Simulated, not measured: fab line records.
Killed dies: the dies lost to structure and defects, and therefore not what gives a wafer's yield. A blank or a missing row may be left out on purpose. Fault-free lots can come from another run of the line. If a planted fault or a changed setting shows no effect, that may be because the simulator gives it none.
A struck lot beside a sound one || flow rit cmos || 30 out of 202 route steps
Sound: these wafers, L266.4, L266.5, L266.6. The struck wafers were L276.3, L276.5, L276.6. The cause is given at the end.
Order at every step that has rows: each side's tool, ch and its chambers, its first start. Under that, the readings that differ: sound wafers || struck wafers || difference of the means || sigmas: that difference in standard deviations of wafers without a fault.
alike: a reading whose means differ by less than 2 such deviations, as well as words and numbers matching on both sides. not compared: withheld readings; readings where some wafer has no value; bounds like >300 that might hide an equal value; numbers whose values overlap and for which the record gives no deviation.
The two part at a step that has a row with sigmas, a row that says differs or no value, or rows on one side only. Numbers that have no deviation but don't overlap get no sigmas and don't part them. A reading missing from all wafers of one side parts the sides only when that side holds two or more wafers.

RIT_FOX2_THK_MEAS_01:
  sound: film metro-01 at day 3 01:02; struck: film metro-01 at day 5 02:35
  alike: FOX2_OXIDE_THK
then, 2 steps without rows for these wafers: RIT_FOX2_CLEAN_02 (cleans in dHF, time 180 s); RIT_FOX2_WET_ETCH_03 (etches Si3N4 in H3PO4, target depth 195 nm, time 2700 s).
RIT_FOX2_THK_MEAS_90:
  sound: film metro-04 at day 3 01:55; struck: film metro-02 at day 5 03:28
  alike: FIELD_OXIDE_LEFT_1_THK
then, 6 steps without rows for these wafers: RIT_NWELL_HMDS_00 (prime time 60 s); RIT_NWELL_COAT_01 (resist thk 1300 nm); RIT_NWELL_SOFTBAKE_02 (time 60 s); RIT_NWELL_EXPOSE_03 (exposes mask M2, target cd 43900 nm); RIT_NWELL_PEB_04; RIT_NWELL_DEVELOP_05 (develop time 68 s).
RIT_NWELL_OVL_MEAS_06:
  sound: overlay-01 at day 3 02:50; struck: overlay-02 at day 5 04:24
  alike: NWELL_OVL
then, 1 step without rows for these wafers: RIT_NWELL_HARDBAKE_07 (time 120 s).
RIT_NWELL_IMPLANT_08:
  sound on implanter-04 ch 0, day 3 03:11; struck on implanter-02 ch 0, day 5 05:02
RIT_NWELL_STRIP_09: strips in O2, time 180 s.
  sound on plasma asher-02 ch 0,1, day 3 03:19; struck on plasma asher-01 ch 0,1, day 5 05:12
  alike: drypump motor current A
  not compared: rf hours counter h
RIT_NWELL_TW_MEAS_10:
  sound: film metro-01 at day 3 03:28; struck: film metro-01 at day 5 05:20
{"reading": "NWELL_TW", "sound": "2115 2127 2115", "struck": "2656 2634 2636", "difference": "+523", "sigmas": "+52"}
then, 6 steps without rows for these wafers: RIT_PWELL_HMDS_00 (prime time 60 s); RIT_PWELL_COAT_01 (resist thk 1300 nm); RIT_PWELL_SOFTBAKE_02 (time 60 s); RIT_PWELL_EXPOSE_03 (exposes mask M3, target cd 43700 nm); RIT_PWELL_PEB_04; RIT_PWELL_DEVELOP_05 (develop time 68 s).
RIT_PWELL_OVL_MEAS_06:
  sound: overlay-02 at day 3 04:34; struck: overlay-02 at day 5 06:34
  alike: PWELL_OVL
then, 2 steps without rows for these wafers: RIT_PWELL_HARDBAKE_07 (time 120 s); RIT_PWELL_IMPLANT_08.
RIT_PWELL_STRIP_09: strips in O2, time 180 s.
  sound on plasma asher-04 ch 0,1, day 3 05:02; struck on plasma asher-03 ch 0,1, day 5 07:03
  alike: drypump motor current A
  not compared: rf hours counter h
RIT_PWELL_TW_MEAS_10:
  sound: film metro-01 at day 3 05:11; struck: film metro-04 at day 5 07:11
{"reading": "PWELL_TW", "sound": "941 943 948", "struck": "960 955 959", "difference": "+14", "sigmas": "+3"}
then, 1 step without rows for these wafers: RIT_WELLDRIVE_ANNEAL_00 (time 14700 s).
RIT_WELLDRIVE_RS_MEAS_01: measurement is done with a four-point probe.
  sound: film metro-01 at day 3 10:21; struck: film metro-04 at day 5 12:21
{"reading": "NWELL_RS (ohm/sq)", "sound": "277.3 276.6 277.1", "struck": "182.3 182.8 182.9", "difference": -94.3, "sigmas": "-99 or more"}
RIT_WELLDRIVE_RS_MEAS_02: measurement is done with a four-point probe.
  sound: film metro-01 at day 3 10:28; struck: film metro-04 at day 5 12:38
  alike: PWELL_RS
RIT_M1_PROBE_99:
  sound: prober-01 at day 4 16:23; struck: prober-01 at day 6 19:32
  alike: killed_at_M0_to_M3, killed at contacts, killed at front end, killed dies, killed open, killed short

## WHERE THEY PART
Last at RIT_WELLDRIVE_RS_MEAS_01 as far as this record goes, first at RIT_NWELL_TW_MEAS_10. Later steps at which nothing parts them and some readings are alike: RIT_WELLDRIVE_RS_MEAS_02, RIT_M1_PROBE_99.

WHY: what the simulator had put in
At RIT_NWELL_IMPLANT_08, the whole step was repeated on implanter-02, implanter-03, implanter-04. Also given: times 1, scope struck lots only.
